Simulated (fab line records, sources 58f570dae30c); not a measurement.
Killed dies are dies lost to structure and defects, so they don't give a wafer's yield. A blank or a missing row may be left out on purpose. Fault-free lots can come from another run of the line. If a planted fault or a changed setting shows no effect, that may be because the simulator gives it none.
fab line records -- flow berkeleyCmos170
[record] lots = 14, wafers = 42, lastDay = 12
route steps=331 shown NWELL@27 PFIELD@87 FIELD@90 NLDD@168
lots with no fault: from the same line, run without faults
startH: the number of hours between the record's first day and the start of the first shown wafer of the lot -- waitH: time in hours since the lot's previous step -- " repeats the value in the row above -- L1.1+2: several wafers, shown together as one row -- - value missing, or start not given -- * or withheld: withheld -- < > ~ a bound
route shown NAME@n: names a module that has steps shown in the file, with the first one's number in the route -- usual: mean and standard deviation over wafers with no fault -- same: alike in all rows -- chamber/n: place in a boat -- sites: each site's reading -- _std_site: the values' standard deviation -- _edge_site: inner sites' mean taken away from outer sites' mean -- radiusMm: for every site, how far away it sits from the centre of the wafer -- mask NAME#n: copy n -- behind: the most recent tool/chamber to have shaped the wafer -- hold: the reason the lot was held/the length of the hold in hours/how it ended -- device: which transistor (n, p or np) failed to switch -- end of line: tests of these same wafers at the route's end -- step lacking rows: just its recipe -- killed: dies lost to structure and defects at the first sort, not the wafer's yield -- map: a wafer's dies, x killed, . not, _ none there
set.NAME: the setting the step ran with; set.NAME@STEP: the setting that earlier step ran with -- model.NAME: the simulator's own value behind a step, which no gauge read
steps of the route over a sample of lots; a table a step, a row a wafer
services: a tool's chamber out of use, with start hour (startH, from the record's first day; less than 0 if before it), hours out, and reason
[[steps]]
[step UCB170_NWELL_ETCH_13]
[recipe] chemistry = CH3F/Ar/O2, target = Si3N4, stopOn = SiO2, CH3F_flow_sccm = 20, Ar_flow_sccm = 50, O2_flow_sccm = 7, pressureMtorr = 50, rfW = 450, targetDepthA = 2464, overEtchFrac = 0.1, timeS = 154
[usual] CH3F_flow_sccm = 20.00/0.055, drypumpMotorCurrentA = 5.6/0.49, oesProductAu = 0.943/0.013, throttleValvePct = 8.09/0.11
lot.wafer,tool,chamber,startH,waitH,CH3F_flow_sccm,drypumpMotorCurrentA,oesProductAu,rfHoursCounterH,throttleValvePct
L687.1,rieDiel-04,1,26.72,0.0,20.01,5.6,0.916,113,8.06
L687.5,rieDiel-04,1,26.72,0.0,19.96,5.6,0.925,-,8.05
L687.6,rieDiel-04,2,26.72,0.0,20.03,5.1,0.956,-,8.05
L688.1,rieDiel-03,2,33.95,0.0,19.97,5.8,0.953,54,8.14
L688.2,rieDiel-03,3,33.95,0.0,20.01,5.3,0.941,144,8.06
L688.4,rieDiel-03,1,33.95,0.0,20.11,6.4,0.953,44,8.08
L689.4,rieDiel-04,1,45.34,0.1,20.02,5.6,0.934,-,8.05
L689.5,rieDiel-04,2,45.34,0.1,19.93,5.1,0.955,-,8.04
L689.6,rieDiel-04,3,45.34,0.1,19.96,6.0,0.968,-,8.12
L690.1,rieDiel-02,3,52.51,0.0,19.95,6.6,0.930,34,7.98
L690.3,rieDiel-02,2,52.51,0.0,19.94,5.3,0.960,52,8.24
L690.4,rieDiel-02,0,52.51,0.0,20.02,5.2,0.943,-,7.97
L692.1,rieDiel-02,0,58.80,0.0,20.04,5.2,0.935,12,7.97
L692.4,rieDiel-02,1,58.80,0.0,20.05,5.1,0.953,166,8.22
L692.6,rieDiel-02,2,58.80,0.0,20.00,5.3,0.948,-,8.24
L691.2,rieDiel-03,0,58.84,0.0,19.99,5.6,0.927,134,8.28
L691.4,rieDiel-03,2,58.84,0.0,20.06,5.7,0.956,56,8.15
L691.5,rieDiel-03,0,58.84,0.0,20.06,5.6,0.942,-,8.28
L693.1,rieDiel-02,3,66.59,0.0,20.07,6.6,0.932,34,7.99
L693.3,rieDiel-02,1,66.59,0.0,20.02,5.1,0.956,167,8.21
L693.6,rieDiel-02,3,66.59,0.0,20.02,6.6,0.933,-,7.97
L700.1,rieDiel-04,0,101.46,0.0,20.02,5.6,0.943,153,7.97
L700.4,rieDiel-04,3,101.46,0.0,19.97,6.0,0.960,-,8.11
L700.5,rieDiel-04,0,101.46,0.0,20.01,5.7,0.933,-,7.99
L701.1,rieDiel-02,2,103.66,0.0,19.92,5.3,0.964,54,8.23
L701.5,rieDiel-02,2,103.66,0.0,19.95,5.3,0.949,-,8.23
L701.6,rieDiel-02,0,103.66,0.0,20.08,5.2,0.943,-,7.97
L702.1,rieDiel-04,3,103.94,0.0,19.87,6.0,0.961,31,8.11
L702.2,rieDiel-04,2,103.94,0.0,20.04,5.1,0.967,0,8.05
L702.6,rieDiel-04,0,103.94,0.0,20.00,5.6,0.929,-,7.98
L703.3,rieDiel-03,0,113.98,0.0,20.04,5.6,0.924,136,8.28
L703.4,rieDiel-03,1,113.98,0.0,20.00,6.4,0.944,47,8.07
L703.6,rieDiel-03,3,113.98,0.0,19.95,5.3,0.928,-,8.08
L706.2,rieDiel-03,1,125.09,0.0,19.99,6.4,0.948,48,8.07
L706.3,rieDiel-03,0,125.09,0.0,19.98,5.6,0.929,136,8.29
L706.5,rieDiel-03,0,125.09,0.0,20.03,5.6,0.931,-,8.28
L707.3,rieDiel-02,0,130.70,0.0,20.03,5.2,0.942,16,7.97
L707.4,rieDiel-02,3,130.70,0.0,20.04,6.6,0.935,-,7.97
L707.5,rieDiel-02,2,130.70,0.0,20.05,5.3,0.955,-,8.23
L709.1,rieDiel-04,1,140.60,0.0,20.09,5.6,0.933,118,8.04
L709.4,rieDiel-04,2,140.60,0.0,19.94,5.1,0.965,1,8.04
L709.5,rieDiel-04,3,140.60,0.0,20.03,6.0,0.954,-,8.11
[step UCB170_PFIELD_STRIP_08]
[recipe] chemistry = O2, powerW = 400, pressureMtorr = 3500, platenTempC = withheld, o2FlowSccm = 400, overashFraction = 0.5
[usual] drypumpMotorCurrentA = 6.0/0.39, oesProductAu = 0.735/0.004, stripTimeToEndpointS = 21.63/0.049
lot.wafer,tool,chamber,startH,waitH,drypumpMotorCurrentA,oesProductAu,rfHoursCounterH,stripTimeToEndpointS
L687.1,plasmaAsher-03,1,76.08,0.1,6.4,0.733,36,21.55
L687.5,plasmaAsher-03,1,76.08,0.1,6.4,0.737,-,21.58
L687.6,plasmaAsher-03,0,76.08,0.1,6.0,0.742,-,21.57
L688.1,plasmaAsher-03,0,85.47,0.1,6.0,0.733,36,21.58
L688.2,plasmaAsher-03,1,85.47,0.1,6.4,0.737,36,21.70
L688.4,plasmaAsher-03,1,85.47,0.1,6.4,0.738,-,21.59
L689.4,plasmaAsher-04,1,98.44,0.1,6.1,0.733,-,21.66
L689.5,plasmaAsher-04,1,98.44,0.1,6.1,0.736,-,21.68
L689.6,plasmaAsher-04,0,98.44,0.1,5.6,0.733,-,21.63
L690.1,plasmaAsher-04,1,107.59,0.1,6.1,0.733,33,21.61
L690.3,plasmaAsher-04,1,107.59,0.1,6.1,0.734,-,21.61
L690.4,plasmaAsher-04,0,107.59,0.1,5.6,0.738,-,21.60
L692.1,plasmaAsher-04,0,111.96,0.1,5.6,0.734,34,21.67
L692.4,plasmaAsher-04,0,111.96,0.1,5.6,0.727,-,21.61
L692.6,plasmaAsher-04,0,111.96,0.1,5.6,0.735,-,21.56
L691.2,plasmaAsher-03,1,112.24,0.1,6.4,0.734,40,21.60
L691.4,plasmaAsher-03,0,112.24,0.1,6.0,0.727,-,21.62
L691.5,plasmaAsher-03,1,112.24,0.1,6.4,0.730,-,21.58
L693.1,plasmaAsher-03,1,116.80,0.1,6.4,0.741,41,21.58
L693.3,plasmaAsher-03,1,116.80,0.1,6.4,0.740,-,21.63
L693.6,plasmaAsher-03,0,116.80,0.1,6.0,0.735,-,21.71
L700.1,plasmaAsher-04,1,154.48,0.1,6.1,0.727,40,21.65
L700.4,plasmaAsher-04,0,154.48,0.1,5.6,0.738,-,21.64
L700.5,plasmaAsher-04,1,154.48,0.1,6.1,0.733,-,21.61
L702.1,plasmaAsher-01,1,154.69,0.1,5.7,0.734,0,21.64
L702.2,plasmaAsher-01,0,154.69,0.1,5.0,0.733,0,21.71
L702.6,plasmaAsher-01,0,154.69,0.1,5.0,0.730,-,21.68
L701.1,plasmaAsher-03,0,154.84,0.1,6.0,0.734,46,21.66
L701.5,plasmaAsher-03,0,154.84,0.1,6.0,0.741,-,21.67
L701.6,plasmaAsher-03,1,154.84,0.1,6.4,0.736,-,21.64
L703.3,plasmaAsher-04,0,172.42,0.1,5.6,0.733,-,21.60
L703.4,plasmaAsher-04,1,172.42,0.1,6.1,0.735,-,21.65
L703.6,plasmaAsher-04,1,172.42,0.1,6.1,0.740,-,21.63
L707.3,plasmaAsher-03,1,173.87,0.1,6.4,0.737,-,21.70
L707.4,plasmaAsher-03,0,173.87,0.1,6.0,0.738,-,21.76
L707.5,plasmaAsher-03,1,173.87,0.1,6.3,0.734,-,21.66
L706.2,plasmaAsher-01,1,174.33,0.1,5.7,0.735,2,21.67
L706.3,plasmaAsher-01,1,174.33,0.1,5.6,0.731,-,21.63
L706.5,plasmaAsher-01,0,174.33,0.1,5.0,0.733,-,21.68
L709.1,plasmaAsher-03,0,193.98,0.1,6.0,0.738,50,21.66
L709.4,plasmaAsher-03,1,193.98,0.1,6.4,0.738,-,21.57
L709.5,plasmaAsher-03,1,193.98,0.1,6.4,0.734,-,21.63
[step UCB170_FIELD_OXIDATION_01]
[recipe] tempC = 1000, ambient = H2O, pH2oTorr = 584.62, targetThkA = 5583, oxTimeS = 7200
[usual] oxTempC = 999.9/0.39, oxTempCMax = 1005.2/1.1
lot.wafer,tool,chamber,startH,waitH,oxTempC,oxTempCMax
L687.1,furnace-04,0,79.45,3.2,999.5,1004.2
L687.5,furnace-04,0,79.45,3.2,999.6,1003.7
L687.6,furnace-04,0,79.45,3.2,999.7,1004.1
L688.1,furnace-02,0,89.13,3.5,999.7,1007.2
L688.2,furnace-02,0,89.13,3.5,999.4,1005.2
L688.4,furnace-02,0,89.13,3.5,1000.1,1008.7
L689.4,furnace-03,0,101.09,2.5,1000.4,1005.2
L689.5,furnace-03,0,101.09,2.5,999.9,1004.7
L689.6,furnace-03,0,101.09,2.5,1000.3,1006.8
L690.1,furnace-04,0,110.98,3.0,999.8,1005.3
L690.3,furnace-04,0,110.98,3.0,1000.4,1004.9
L690.4,furnace-04,0,110.98,3.0,1000.2,1005.5
L691.2,furnace-03,-,116.04,3.6,-,-
L691.4,furnace-03,-,116.04,3.6,-,-
L691.5,furnace-03,-,116.04,3.6,-,-
L692.1,furnace-03,-,116.04,3.9,-,-
L692.4,furnace-03,-,116.04,3.9,-,-
L692.6,furnace-03,-,116.04,3.9,-,-
L693.1,furnace-03,0,120.54,3.6,1000.0,1004.9
L693.3,furnace-03,0,120.54,3.6,999.9,1004.7
L693.6,furnace-03,0,120.54,3.6,1000.1,1004.2
L700.1,furnace-03,0,158.83,4.2,1000.0,1005.2
L700.4,furnace-03,0,158.83,4.2,999.7,1005.3
L700.5,furnace-03,0,158.83,4.2,1000.3,1004.1
L701.1,furnace-03,0,158.83,3.8,1000.3,1006.0
L701.5,furnace-03,0,158.83,3.8,1000.3,1004.4
L701.6,furnace-03,0,158.83,3.8,999.3,1004.4
L702.1,furnace-03,0,158.83,4.0,999.8,1004.4
L702.2,furnace-03,0,158.83,4.0,1000.2,1006.5
L702.6,furnace-03,0,158.83,4.0,999.3,1005.0
L703.3,furnace-04,0,175.09,2.5,999.5,1004.6
L703.4,furnace-04,0,175.09,2.5,999.3,1003.6
L703.6,furnace-04,0,175.09,2.5,999.8,1005.1
L706.2,furnace-04,0,175.09,0.6,1000.3,1004.9
L706.3,furnace-04,0,175.09,0.6,999.5,1005.6
L706.5,furnace-04,0,175.09,0.6,999.7,1004.0
L707.3,furnace-04,0,175.09,1.1,999.4,1004.2
L707.4,furnace-04,0,175.09,1.1,1000.2,1005.0
L707.5,furnace-04,0,175.09,1.1,999.9,1003.8
L709.1,furnace-03,0,195.33,1.1,1000.3,1004.1
L709.4,furnace-03,0,195.33,1.1,1000.1,1005.1
L709.5,furnace-03,0,195.33,1.1,999.8,1003.7
[step UCB170_NLDD_STRIP_10]
[recipe] chemistry = O2, powerW = 400, pressureMtorr = 3500, platenTempC = withheld, o2FlowSccm = 400, overashFraction = 0.5
[usual] drypumpMotorCurrentA = 5.7/0.61, oesProductAu = 0.734/0.0044, stripTimeToEndpointS = 21.64/0.059
lot.wafer,tool,chamber,startH,waitH,drypumpMotorCurrentA,oesProductAu,rfHoursCounterH,stripTimeToEndpointS
L687.1,plasmaAsher-03,1,120.79,0.1,6.4,0.738,41,21.65
L687.5,plasmaAsher-03,1,120.79,0.1,6.4,0.736,-,21.65
L687.6,plasmaAsher-03,0,120.79,0.1,6.0,0.742,-,21.62
L688.1,plasmaAsher-02,1,132.67,0.1,6.0,0.737,41,21.56
L688.2,plasmaAsher-02,0,132.67,0.1,4.8,0.729,41,21.57
L688.4,plasmaAsher-02,0,132.67,0.1,4.8,0.737,-,21.55
L689.4,plasmaAsher-03,1,146.47,0.1,6.4,0.736,-,21.66
L689.5,plasmaAsher-03,0,146.47,0.1,6.0,0.735,-,21.72
L689.6,plasmaAsher-03,1,146.47,0.1,6.4,0.728,-,21.69
L690.1,plasmaAsher-03,1,161.18,0.1,6.4,0.739,46,21.59
L690.3,plasmaAsher-03,0,161.18,0.1,6.0,0.735,-,21.59
L690.4,plasmaAsher-03,1,161.18,0.1,6.4,0.730,-,21.62
L693.1,plasmaAsher-04,1,170.13,0.1,6.1,0.739,42,21.64
L693.3,plasmaAsher-04,0,170.13,0.1,5.6,0.730,-,21.61
L693.6,plasmaAsher-04,1,170.13,0.1,6.1,0.731,-,21.74
L700.1,plasmaAsher-03,1,201.00,0.1,6.4,0.737,51,21.71
L700.4,plasmaAsher-03,1,201.00,0.1,6.4,0.735,-,21.60
L700.5,plasmaAsher-03,0,201.00,0.1,6.0,0.729,-,21.70
L702.1,plasmaAsher-02,0,201.72,0.1,4.8,0.730,49,21.57
L702.2,plasmaAsher-02,1,201.72,0.1,6.0,0.726,49,21.57
L702.6,plasmaAsher-02,0,201.72,0.1,4.8,0.736,-,21.65
L701.1,plasmaAsher-02,1,202.00,0.1,6.0,0.738,49,21.63
L701.5,plasmaAsher-02,0,202.00,0.1,4.8,0.734,-,21.70
L701.6,plasmaAsher-02,1,202.00,0.1,6.0,0.731,-,21.61
L706.2,plasmaAsher-02,1,218.51,0.1,6.0,0.731,52,21.67
L706.3,plasmaAsher-02,1,218.51,0.1,6.0,0.740,-,21.74
L706.5,plasmaAsher-02,0,218.51,0.1,4.8,0.743,-,21.69
L707.3,plasmaAsher-03,0,223.37,0.1,6.0,0.734,-,21.63
L707.4,plasmaAsher-03,1,223.37,0.1,6.4,0.731,-,21.61
L707.5,plasmaAsher-03,1,223.37,0.1,6.4,0.729,-,21.53
L703.3,plasmaAsher-02,1,223.46,0.2,6.0,0.742,-,21.50
L703.4,plasmaAsher-02,0,223.46,0.2,4.8,0.732,-,21.55
L703.6,plasmaAsher-02,0,223.46,0.2,4.8,0.732,-,21.63
L709.1,plasmaAsher-02,0,239.33,0.1,4.8,0.737,55,21.61
L709.4,plasmaAsher-02,1,239.33,0.1,6.0,0.738,-,21.67
L709.5,plasmaAsher-02,1,239.33,0.1,6.0,0.730,-,21.64
[[services]]
tool,chamber,startH,hours,kind
plasmaAsher-02,-,9.12,3.5,repair
furnace-04,-,17.54,2.0,pm
furnace-04,-,26.00,26.9,pm
rieDiel-02,1,41.43,12.8,repair
rieDiel-04,0,44.69,3.9,repair
plasmaAsher-02,-,45.27,14.6,pm
rieDiel-04,2,52.27,18.4,repair
furnace-04,-,52.86,3.8,pm
furnace-04,-,71.40,3.2,pm
plasmaAsher-04,-,83.46,1.4,repair
rieDiel-02,1,100.19,5.9,repair
rieDiel-02,2,136.22,121.8,repair
furnace-03,-,138.81,4.5,pm
rieDiel-04,3,142.27,6.8,repair
furnace-03,-,143.29,3.7,pm
rieDiel-04,0,151.21,7.3,repair
rieDiel-02,3,159.41,3.8,repair
rieDiel-02,0,159.62,21.0,repair
rieDiel-04,2,186.95,4.3,repair
furnace-04,-,193.15,12.9,repair
furnace-03,-,198.33,5.2,pm
rieDiel-04,0,202.69,10.8,repair
plasmaAsher-04,-,211.67,28.1,pm
rieDiel-04,-,220.34,0.7,repair
[[key]]
[firstSign] step = UCB170_FIELD_OXIDATION_01, reading = toolRecord, direction = missing
effect none on later readings
metAt UCB170_FIELD_OXIDATION_01
struckLots L691,L692
laterRowsLeftOut L691.2,L691.4,L691.5,L692.1,L692.4,L692.6
sortLeftOut L691.2,L691.4,L691.5,L692.1,L692.4,L692.6
testerLeftOut L691,L692
notActingAt UCB170_NWELL_ETCH_13,UCB170_PFIELD_STRIP_08,UCB170_NLDD_STRIP_10
onsetBetween 101.09 116.04
[fault] kind = skippedStepWhole, tool = furnace-03, chamber = -, onsetH = 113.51, steps = UCB170_FIELD_OXIDATION_01, scope = struckLotsOnly
// testerLeftOut: of these lots the tester's yield and bins aren't shown, on N5 and GAA mostly nor the transistor test; their killed dies are dies lost to structure and defects alone, not to doping, threshold or leakage, so they don't give the yield
// sortLeftOut: the simulated sort isn't trusted on such a fault, so these wafers' sort isn't shown, and their yield isn't known
// laterRowsLeftOut: the simulator's readings of these wafers behind a module that went badly wrong aren't trusted and aren't shown, but for the sort
